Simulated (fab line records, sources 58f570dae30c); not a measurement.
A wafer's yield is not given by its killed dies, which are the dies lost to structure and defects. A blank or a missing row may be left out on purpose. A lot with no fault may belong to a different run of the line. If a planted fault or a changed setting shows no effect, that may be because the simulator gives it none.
fab line records	flow berkeley_cmos170	part 1 of 2: steps 1 to 28 of 40
record lots=5	wafers=15	last_day=11
route steps=331 shown ACTIVE@63 PFIELD@79 FIELD@89 SACOX@97 SCREENOX@100
lots untouched by any fault: they come from a run of this same line in which no faults occurred
start_h: start of the lot's first displayed wafer, in hours after the record's first day	wait_h: time in hours since the lot's previous step	" repeats the value in the row above	L1.1+2: several wafers, shown together as one row	- no value present, or no start provided	* or withheld: withheld	< > ~ a bound
route shown NAME@n: names a module that has steps shown in the file, with the first one's number in the route	usual: average and standard deviation across the fault-free wafers	same: alike in all rows	chamber/n: place in a boat	sites: the reading at each site	_std_site: the standard deviation of these	_edge_site: outer sites' mean less inner sites'	radius_mm: for every site, how far away it sits from the centre of the wafer	mask NAME#n: copy n	behind: the tool/chamber that last shaped the wafer	hold: cause of the lot's hold/its duration in hours/its outcome	device: transistor that didn't switch, given as n, p or np	end of line: the route-end tests of the same wafers	a step given without rows: its recipe and nothing more	killed: dies that structure and defects cost at the first sort, which is not the same as the wafer's yield	map: a wafer's dies, marking killed ones x, the rest . and places with no die _
set.NAME: the setting that was run; set.NAME@STEP: the one run at that earlier step	model.NAME: the simulator's own value behind a step, which no gauge read
certain route steps with their lots: each step a table, each wafer a row
services: the hour from which a tool's chamber was out of use, counted from the record's first day as start_h (under 0 if before that day), plus the number of hours and why
## steps
# step UCB170_ACTIVE_THK_MEAS_03
# recipe reads=SiO2_of_ACTIVE_OXIDATION_02
# usual ACTIVE_OXIDE_THK=26.4/0.51
lot.wafer	tool	chamber	start_h	wait_h	ACTIVE_OXIDE_THK[nm]
L076.1	film_metro-01	-	95.68	0.1	26.6
L076.4	"	-	"	"	27.0
L076.5	"	-	"	"	26.6
L078.1	film_metro-04	-	106.40	0.0	26.8
L078.4	"	-	"	"	27.3
L078.6	"	-	"	"	27.0
L080.3	film_metro-03	-	106.42	0.0	26.8
L080.4	"	-	"	"	27.1
L080.6	"	-	"	"	27.5
L079.4	film_metro-01	-	106.43	0.0	27.4
L079.5	"	-	"	"	26.7
L079.6	"	-	"	"	27.3
L091.2	film_metro-03	-	167.86	0.0	25.9
L091.4	"	-	"	"	26.4
L091.6	"	-	"	"	26.5
# step UCB170_ACTIVE_ANNEAL_04
# recipe temp_c=1000	time_s=900	ambient=N2
# usual spike_tc_source_C=1023.2/2.9
lot.wafer	tool	chamber	start_h	wait_h	spike_tc_source_C
L076.1	furnace-02	0	98.23	2.5	1020.9
L076.4	"	0	"	"	1022.1
L076.5	"	0	"	"	1019.9
L078.1	furnace-02	0	110.67	4.3	1020.5
L078.4	"	0	"	"	1019.1
L078.6	"	0	"	"	1021.0
L079.4	furnace-02	0	110.67	4.2	1022.3
L079.5	"	0	"	"	1020.6
L079.6	"	0	"	"	1020.0
L080.3	furnace-02	0	110.67	4.2	1021.5
L080.4	"	0	"	"	1019.7
L080.6	"	0	"	"	1020.2
L091.2	furnace-02	0	170.60	2.7	1020.4
L091.4	"	0	"	"	1020.9
L091.6	"	0	"	"	1020.3
# step UCB170_ACTIVE_CVD_05
# recipe material=Si3N4	target_thk_nm=220	temp_c=800	precursor=SiH2Cl2/NH3	time_s=3300	pressure_mtorr=200	sih2cl2_flow_sccm=25	nh3_flow_sccm=75
# usual spike_tc_source_C=823.6/2.7
lot.wafer	tool	chamber	start_h	wait_h	spike_tc_source_C
L076.1	lpcvd-02	0	99.48	0.0	826.3
L076.4	"	0	"	"	827.3
L076.5	"	0	"	"	826.1
L078.1	lpcvd-01	0	111.92	0.0	819.4
L078.4	"	0	"	"	820.5
L078.6	"	0	"	"	821.1
L079.4	lpcvd-01	0	111.92	0.0	819.9
L079.5	"	0	"	"	819.5
L079.6	"	0	"	"	820.1
L080.3	lpcvd-01	1	111.92	0.0	825.9
L080.4	"	1	"	"	825.7
L080.6	"	1	"	"	825.4
L091.2	lpcvd-01	1	171.95	0.1	826.6
L091.4	"	1	"	"	824.9
L091.6	"	1	"	"	827.2
# step UCB170_ACTIVE_THK_MEAS_06
# recipe reads=Si3N4_of_ACTIVE_CVD_05
# usual ACTIVE_NITRIDE_THK=220.3/1.7
lot.wafer	tool	chamber	start_h	wait_h	ACTIVE_NITRIDE_THK[nm]
L076.1	film_metro-01	-	102.42	0.1	216.2
L076.4	"	-	"	"	219.0
L076.5	"	-	"	"	217.5
L078.1	film_metro-04	-	113.84	0.0	220.4
L078.4	"	-	"	"	220.5
L078.6	"	-	"	"	219.3
L080.3	film_metro-01	-	113.85	0.0	220.2
L080.4	"	-	"	"	220.1
L080.6	"	-	"	"	221.5
L079.4	film_metro-03	-	113.86	0.0	219.2
L079.5	"	-	"	"	217.6
L079.6	"	-	"	"	219.1
L091.2	film_metro-03	-	173.87	0.0	219.5
L091.4	"	-	"	"	219.4
L091.6	"	-	"	"	216.8
# step UCB170_ACTIVE_HMDS_07
# recipe prime_time_s=60	prime_temp_c=100
lot.wafer	tool	chamber	start_h	wait_h
L076.1+4+5	litho_track-03	0	103.91	1.5
L080.3+4+6	litho_track-03	0	113.94	0.1
L079.4+5+6	litho_track-02	0	113.97	0.1
L078.1+4+6	litho_track-04	0	114.28	0.4
L091.2+4+6	litho_track-02	0	175.05	1.2
# step UCB170_ACTIVE_COAT_08
# recipe resist=KrF	spin_rpm=1500	resist_thk_nm=900
lot.wafer	tool	chamber	start_h	wait_h
L076.1+4+5	litho_track-03	0	104.06	0.1
L080.3+4+6	litho_track-03	0	114.09	0.1
L079.4+5+6	litho_track-02	0	114.12	0.1
L078.1+4+6	litho_track-04	0	114.43	0.1
L091.2+4+6	litho_track-02	0	175.20	0.1
# step UCB170_ACTIVE_SOFTBAKE_09
# recipe resist=KrF	temp_c=130	time_s=62.57
# usual plate_sensor_t_centre_C=131.41/0.011	plate_sensor_t_edge_C=131.53/0.0097
lot.wafer	tool	chamber	start_h	wait_h	plate_sensor_t_centre_C	plate_sensor_t_edge_C
L076.1	litho_track-03	0	104.21	0.1	131.4	131.55
L076.4	"	0	"	"	131.43	131.55
L076.5	"	0	"	"	131.4	131.55
L080.3	litho_track-03	0	114.24	0.1	131.4	131.55
L080.4	"	0	"	"	131.41	131.53
L080.6	"	0	"	"	131.42	131.52
L079.4	litho_track-02	0	114.27	0.1	131.4	131.54
L079.5	"	0	"	"	131.4	131.52
L079.6	"	0	"	"	131.41	131.52
L078.1	litho_track-04	0	114.58	0.1	131.42	131.53
L078.4	"	0	"	"	131.4	131.52
L078.6	"	0	"	"	131.43	131.54
L091.2	litho_track-02	0	175.35	0.1	131.42	131.53
L091.4	"	0	"	"	131.41	131.54
L091.6	"	0	"	"	131.41	131.52
# step UCB170_ACTIVE_EXPOSE_10
# recipe mask_id=ACTIVE	target_cd_nm=1200	na=0.5	sigma_outer=0.6	source_shape=conventional	dose_mj=20
lot.wafer	tool	chamber	start_h	wait_h	mask
L076.1+4+5	krf_scanner-02	0	-	-	ACTIVE#0
L080.3+4+6	krf_scanner-01	0	114.51	0.2	ACTIVE#0
L079.4+5+6	krf_scanner-01	0	114.64	0.3	ACTIVE#0
L078.1+4+6	krf_scanner-02	0	114.85	0.2	ACTIVE#0
L091.2+4+6	krf_scanner-02	0	-	-	ACTIVE#0
# step UCB170_ACTIVE_PEB_11
# recipe peb_temp_c=130	peb_time_s=withheld	resist=KrF
lot.wafer	tool	chamber	start_h	wait_h
L076.1+4+5	litho_track-03	0	-	-
L080.3+4+6	litho_track-03	0	114.64	0.1
L079.4+5+6	litho_track-02	0	114.78	0.1
L078.1+4+6	litho_track-03	0	115.31	0.4
L091.2+4+6	litho_track-03	0	-	-
# step UCB170_ACTIVE_DEVELOP_12
# recipe developer=TMAH	develop_time_s=45	resist=KrF	dev_temp_c=21
# usual developer_temp_C=21.01/0.093
lot.wafer	tool	chamber	start_h	wait_h	developer_temp_C
L076.1	litho_track-03	0	-	-	20.92
L076.4	"	0	"	"	21.02
L076.5	"	0	"	"	21.01
L080.3	litho_track-03	0	-	-	21.09
L080.4	"	0	"	"	20.99
L080.6	"	0	"	"	21.00
L079.4	litho_track-02	0	-	-	21.06
L079.5	"	0	"	"	21.14
L079.6	"	0	"	"	21.08
L078.1	litho_track-03	0	-	-	21.09
L078.4	"	0	"	"	21.09
L078.6	"	0	"	"	21.07
L091.2	litho_track-03	0	-	-	21.04
L091.4	"	0	"	"	20.93
L091.6	"	0	"	"	21.06
# step UCB170_ACTIVE_CD_MEAS_13
# recipe target_cd_nm=1200
# usual cd_nm=1199.8/1.4
lot.wafer	tool	chamber	start_h	wait_h	cd_nm
L076.1	cd_sem-02	-	106.53	-	1198.3
L076.4	"	-	"	"	1198.7
L076.5	"	-	"	"	1199.1
L080.3	cd_sem-01	-	114.90	-	1198.7
L080.4	"	-	"	"	1198.3
L080.6	"	-	"	"	1199.6
L079.4	cd_sem-02	-	115.04	-	1201.5
L079.5	"	-	"	"	1199.6
L079.6	"	-	"	"	1201.0
L078.1	cd_sem-01	-	115.59	-	1200.1
L078.4	"	-	"	"	1200.3
L078.6	"	-	"	"	1199.9
L091.2	cd_sem-02	-	176.97	-	1198.3
L091.4	"	-	"	"	1199.0
L091.6	"	-	"	"	1200.1
# step UCB170_ACTIVE_OVL_MEAS_14
# usual ACTIVE_OVL=-2/4.8
lot.wafer	tool	chamber	start_h	wait_h	ACTIVE_OVL[nm]
L076.1	overlay-02	-	106.65	0.1	1
L076.4	"	-	"	"	-4
L076.5	"	-	"	"	5
L080.3	overlay-01	-	114.99	0.1	-1
L080.4	"	-	"	"	-5
L080.6	"	-	"	"	6
L079.4	overlay-02	-	115.12	0.1	-11
L079.5	"	-	"	"	-3
L079.6	"	-	"	"	-8
L078.1	overlay-02	-	115.71	0.1	-5
L078.4	"	-	"	"	2
L078.6	"	-	"	"	-3
L091.2	overlay-01	-	177.08	0.1	6
L091.4	"	-	"	"	11
L091.6	"	-	"	"	-2
# step UCB170_ACTIVE_ETCH_15
# recipe chemistry=CH3F/Ar/O2	target=Si3N4	stop_on=SiO2	CH3F_flow_sccm=20	Ar_flow_sccm=50	O2_flow_sccm=7	pressure_mtorr=50	rf_w=450	target_depth_a=2420	over_etch_frac=0.1	time_s=151
# usual CH3F_flow_sccm=20.00/0.057	drypump_motor_current_A=5.8/0.45	mfc_ar_sccm=49.97/0.15	oes_product_au=0.942/0.016	throttle_valve_pct=8.06/0.14
lot.wafer	tool	chamber	start_h	wait_h	CH3F_flow_sccm	drypump_motor_current_A	mfc_ar_sccm	oes_product_au	rf_hours_counter_h	throttle_valve_pct
L076.1	rie_diel-02	3	106.69	0.0	20.05	6.0	50.30	0.931	60	8.01
L076.4	"	2	"	"	19.96	6.3	50.01	0.962	80	8.13
L076.5	"	0	"	"	20.03	5.6	49.92	0.923	-	7.92
L080.3	rie_diel-02	1	115.02	0.0	20.00	4.9	49.94	0.940	100	8.19
L080.4	"	3	"	"	19.98	6.0	50.20	0.947	-	8.00
L080.6	"	1	"	"	19.94	4.9	50.07	0.945	-	8.22
L079.4	rie_diel-03	1	115.18	0.1	19.97	6.1	49.74	0.945	-	8.11
L079.5	"	3	"	"	19.94	5.8	49.76	0.937	-	8.08
L079.6	"	2	"	"	20.05	5.9	50.01	0.960	-	8.19
L078.1	rie_diel-04	2	115.74	0.0	19.96	4.9	49.83	0.945	109	7.85
L078.4	"	1	"	"	19.94	6.3	49.89	0.923	6	8.21
L078.6	"	3	"	"	20.00	6.0	50.02	0.939	-	7.80
L091.2	rie_diel-04	0	177.11	0.0	20.03	6.0	49.92	0.926	19	8.19
L091.4	"	1	"	"	19.98	6.3	49.92	0.929	8	8.19
L091.6	"	1	"	"	20.04	6.3	50.04	0.920	-	8.21
# step UCB170_ACTIVE_STRIP_16
# recipe chemistry=O2	power_w=400	pressure_mtorr=3500	platen_temp_c=withheld	o2_flow_sccm=400	overash_fraction=0.5
# usual drypump_motor_current_A=5.9/0.36	oes_product_au=0.721/0.0047	strip_time_to_endpoint_s=18.07/0.074
lot.wafer	tool	chamber	start_h	wait_h	drypump_motor_current_A	oes_product_au	rf_hours_counter_h	strip_time_to_endpoint_s
L076.1	plasma_asher-02	0	106.79	0.1	6.2	0.719	36	18.08
L076.4	"	1	"	"	6.3	0.714	-	18.08
L076.5	"	1	"	"	6.3	0.723	-	18.20
L080.3	plasma_asher-02	1	115.15	0.1	6.4	0.720	-	18.17
L080.4	"	0	"	"	6.2	0.718	-	18.04
L080.6	"	1	"	"	6.3	0.713	-	18.12
L079.4	plasma_asher-04	0	115.27	0.0	5.5	0.721	-	18.19
L079.5	"	1	"	"	5.5	0.716	-	18.10
L079.6	"	0	"	"	5.5	0.724	-	18.14
L078.1	plasma_asher-02	1	115.84	0.1	6.3	0.725	37	18.06
L078.4	"	0	"	"	6.1	0.718	-	17.88
L078.6	"	0	"	"	6.1	0.722	-	18.02
L091.2	plasma_asher-02	0	177.21	0.1	6.2	0.714	46	18.09
L091.4	"	0	"	"	6.1	0.719	-	17.98
L091.6	"	1	"	"	6.4	0.721	-	18.04
# step UCB170_ACTIVE_CD_MEAS_90
# recipe target_cd_nm=1200
# usual cd_nm=1199.9/1.4
lot.wafer	tool	chamber	start_h	wait_h	cd_nm
L076.1	cd_sem-01	-	106.93	0.1	1198.1
L076.4	"	-	"	"	1198.7
L076.5	"	-	"	"	1199.2
L080.3	cd_sem-02	-	115.26	0.1	1199.2
L080.4	"	-	"	"	1198.3
L080.6	"	-	"	"	1199.0
L079.4	cd_sem-01	-	115.39	0.1	1201.7
L079.5	"	-	"	"	1199.9
L079.6	"	-	"	"	1201.1
L078.1	cd_sem-01	-	115.94	0.1	1200.4
L078.4	"	-	"	"	1200.3
L078.6	"	-	"	"	1200.5
L091.2	cd_sem-02	-	177.36	0.1	1198.8
L091.4	"	-	"	"	1199.2
L091.6	"	-	"	"	1199.7
# step UCB170_ACTIVE_CLEAN_17
# recipe chemistry=SPM	temp_c=120	time_s=600
# usual bath_guard_temp_C=119.9/0.48
lot.wafer	tool	chamber	start_h	wait_h	bath_guard_temp_C
L076.1	wet_bench-01	0	107.15	0.2	120.4
L076.4	"	0	"	"	120.8
L076.5	"	0	"	"	120.8
L080.3	wet_bench-03	2	115.34	0.1	119.4
L080.4	"	2	"	"	119.7
L080.6	"	2	"	"	119.7
L079.4	wet_bench-02	2	115.45	0.0	119.3
L079.5	"	2	"	"	118.8
L079.6	"	2	"	"	119.1
L078.1	wet_bench-02	0	116.06	0.1	119.8
L078.4	"	0	"	"	119.7
L078.6	"	0	"	"	120.2
L091.2	wet_bench-02	3	177.46	0.1	120.3
L091.4	"	3	"	"	120.2
L091.6	"	3	"	"	120.4
# step UCB170_PFIELD_HMDS_00
# recipe prime_time_s=60	prime_temp_c=100
lot.wafer	tool	chamber	start_h	wait_h
L076.1+4+5	litho_track-01	0	108.50	1.2
L080.3+4+6	litho_track-02	0	115.56	0.1
L079.4+5+6	litho_track-01	0	116.11	0.3
L078.1+4+6	litho_track-01	0	116.93	0.5
L091.2+4+6	litho_track-04	0	178.92	1.3
# step UCB170_PFIELD_COAT_01
# recipe resist=KrF	spin_rpm=1500	resist_thk_nm=900
lot.wafer	tool	chamber	start_h	wait_h
L076.1+4+5	litho_track-01	0	108.65	0.1
L080.3+4+6	litho_track-02	0	115.71	0.1
L079.4+5+6	litho_track-01	0	116.26	0.1
L078.1+4+6	litho_track-01	0	117.08	0.1
L091.2+4+6	litho_track-04	0	179.07	0.1
# step UCB170_PFIELD_SOFTBAKE_02
# recipe resist=KrF	temp_c=130	time_s=60
lot.wafer	tool	chamber	start_h	wait_h
L076.1+4+5	litho_track-01	0	108.80	0.1
L080.3+4+6	litho_track-02	0	115.86	0.1
L079.4+5+6	litho_track-01	0	116.41	0.1
L078.1+4+6	litho_track-01	0	117.23	0.1
L091.2+4+6	litho_track-04	0	179.22	0.1
# step UCB170_PFIELD_EXPOSE_03
# recipe mask_id=PFIELD	na=0.5	sigma_outer=0.6	source_shape=conventional	target_cd_nm=1500	dose_mj=30
lot.wafer	tool	chamber	start_h	wait_h	mask
L076.1+4+5	krf_scanner-01	0	-	-	PFIELD#0
L080.3+4+6	krf_scanner-02	0	116.13	0.2	PFIELD#0
L079.4+5+6	krf_scanner-02	0	116.54	0.1	PFIELD#0
L078.1+4+6	krf_scanner-01	0	121.70	4.4	PFIELD#0
L091.2+4+6	krf_scanner-02	0	-	-	PFIELD#0
# step UCB170_PFIELD_PEB_04
# recipe peb_temp_c=130	peb_time_s=withheld	resist=KrF
lot.wafer	tool	chamber	start_h	wait_h
L076.1+4+5	litho_track-01	0	-	-
L080.3+4+6	litho_track-02	0	116.29	0.1
L079.4+5+6	litho_track-04	0	117.20	0.6
L078.1+4+6	litho_track-01	0	122.05	0.3
L091.2+4+6	litho_track-01	0	-	-
# step UCB170_PFIELD_DEVELOP_05
# recipe developer=TMAH	develop_time_s=45	resist=KrF	dev_temp_c=21
# usual developer_temp_C=21.01/0.091
lot.wafer	tool	chamber	start_h	wait_h	developer_temp_C
L076.1	litho_track-01	0	-	-	21.13
L076.4	"	0	"	"	21.01
L076.5	"	0	"	"	20.98
L080.3	litho_track-02	0	-	-	20.86
L080.4	"	0	"	"	20.90
L080.6	"	0	"	"	20.92
L079.4	litho_track-04	0	-	-	20.99
L079.5	"	0	"	"	20.92
L079.6	"	0	"	"	21.02
L078.1	litho_track-01	0	-	-	21.07
L078.4	"	0	"	"	21.01
L078.6	"	0	"	"	20.86
L091.2	litho_track-01	0	-	-	20.84
L091.4	"	0	"	"	20.91
L091.6	"	0	"	"	21.05
# step UCB170_PFIELD_OVL_MEAS_06
# usual PFIELD_OVL=2/5.3
lot.wafer	tool	chamber	start_h	wait_h	PFIELD_OVL[nm]
L076.1	overlay-01	-	110.50	-	-3
L076.4	"	-	"	"	4
L076.5	"	-	"	"	-1
L080.3	overlay-01	-	116.52	-	-11
L080.4	"	-	"	"	-4
L080.6	"	-	"	"	-5
L079.4	overlay-02	-	117.42	-	9
L079.5	"	-	"	"	3
L079.6	"	-	"	"	2
L078.1	overlay-02	-	122.32	-	3
L078.4	"	-	"	"	4
L078.6	"	-	"	"	0
L091.2	overlay-01	-	180.83	-	4
L091.4	"	-	"	"	3
L091.6	"	-	"	"	5
# step UCB170_PFIELD_IMPLANT_07
# recipe species=B	dose_cm2=2e+13	energy_kev=81.39	tilt_deg=7
# usual beam_energy_keV=81.387/0.025	dose_ions_cm2=2.0001e+13/1.8e+10
lot.wafer	tool	chamber	start_h	wait_h	beam_energy_keV	dose_ions_cm2
L076.1	implanter-04	0	110.53	0.0	81.377	2.0045e+13
L076.4	"	0	"	"	81.373	2.0011e+13
L076.5	"	0	"	"	81.359	2.0002e+13
L080.3	implanter-02	0	116.60	0.1	81.387	1.9991e+13
L080.4	"	0	"	"	81.350	1.9981e+13
L080.6	"	0	"	"	81.377	1.9998e+13
L079.4	implanter-02	0	117.52	0.1	81.378	1.9971e+13
L079.5	"	0	"	"	81.374	1.9993e+13
L079.6	"	0	"	"	81.390	2.0007e+13
L078.1	implanter-02	0	122.36	0.0	81.371	2.0025e+13
L078.4	"	0	"	"	81.402	2.0003e+13
L078.6	"	0	"	"	81.404	2.0037e+13
L091.2	implanter-04	0	180.88	0.0	81.466	1.9987e+13
L091.4	"	0	"	"	81.413	1.9983e+13
L091.6	"	0	"	"	81.392	1.9978e+13
# step UCB170_PFIELD_STRIP_08
# recipe chemistry=O2	power_w=400	pressure_mtorr=3500	platen_temp_c=withheld	o2_flow_sccm=400	overash_fraction=0.5
# usual drypump_motor_current_A=6.1/0.43	oes_product_au=0.734/0.0044	strip_time_to_endpoint_s=21.60/0.066
lot.wafer	tool	chamber	start_h	wait_h	drypump_motor_current_A	oes_product_au	rf_hours_counter_h	strip_time_to_endpoint_s
L076.1	plasma_asher-02	1	110.68	0.1	6.4	0.732	37	21.58
L076.4	"	0	"	"	6.2	0.734	-	21.58
L076.5	"	1	"	"	6.3	0.732	-	21.60
L080.3	plasma_asher-03	1	116.73	0.1	6.4	0.730	-	21.67
L080.4	"	0	"	"	5.2	0.737	-	21.71
L080.6	"	1	"	"	6.4	0.734	-	21.68
L079.4	plasma_asher-02	1	117.62	0.1	6.3	0.730	-	21.65
L079.5	"	0	"	"	6.1	0.738	-	21.64
L079.6	"	1	"	"	6.3	0.740	-	21.68
L078.1	plasma_asher-03	1	122.51	0.1	6.4	0.732	35	21.58
L078.4	"	0	"	"	5.2	0.733	-	21.52
L078.6	"	0	"	"	5.2	0.727	-	21.54
L091.2	plasma_asher-01	1	181.01	0.1	6.0	0.732	8	21.61
L091.4	"	0	"	"	6.3	0.732	-	21.67
L091.6	"	1	"	"	6.0	0.735	-	21.60
# step UCB170_PFIELD_TW_MEAS_09
# usual PFIELD_TW=601/5.8
lot.wafer	tool	chamber	start_h	wait_h	PFIELD_TW
L076.1	film_metro-03	-	110.78	0.1	604
L076.4	"	-	"	"	603
L076.5	"	-	"	"	605
L080.3	film_metro-01	-	116.82	0.1	599
L080.4	"	-	"	"	601
L080.6	"	-	"	"	600
L079.4	film_metro-01	-	117.72	0.1	601
L079.5	"	-	"	"	602
L079.6	"	-	"	"	600
L078.1	film_metro-03	-	122.61	0.1	603
L078.4	"	-	"	"	607
L078.6	"	-	"	"	608
L091.2	film_metro-01	-	181.12	0.1	593
L091.4	"	-	"	"	594
L091.6	"	-	"	"	593
# step UCB170_FIELD_CLEAN_00
# recipe chemistry=dHF	dilution=25:1	time_s=7.5
lot.wafer	tool	chamber	start_h	wait_h
L076.1+4+5	wet_bench-04	0	110.84	0.1
L080.3+4+6	wet_bench-01	2	116.86	0.0
L079.4+5+6	wet_bench-04	1	117.75	0.0
L078.1+4+6	wet_bench-04	0	122.67	0.1
L091.2+4+6	wet_bench-04	2	181.17	0.0
# step UCB170_FIELD_OXIDATION_01
# recipe temp_c=1000	ambient=H2O	p_h2o_torr=584.62	target_thk_a=5583	ox_time_s=7200
# usual spike_tc_source_C=1024.9/2.5
lot.wafer	tool	chamber	start_h	wait_h	spike_tc_source_C
L076.1	furnace-01	0	114.95	4.1	1027.3
L076.4	"	0	"	"	1026.4
L076.5	"	0	"	"	1026.4
L079.4	furnace-02	0	121.43	3.7	1019.2
L079.5	"	0	"	"	1020.7
L079.6	"	0	"	"	1021.2
L080.3	furnace-02	0	121.43	4.6	1019.9
L080.4	"	0	"	"	1020.0
L080.6	"	0	"	"	1019.2
L078.1	furnace-02	0	127.27	4.6	1021.7
L078.4	"	0	"	"	1020.7
L078.6	"	0	"	"	1021.5
L091.2	furnace-04	0	184.67	3.5	1026.6
L091.4	"	0	"	"	1025.3
L091.6	"	0	"	"	1026.7
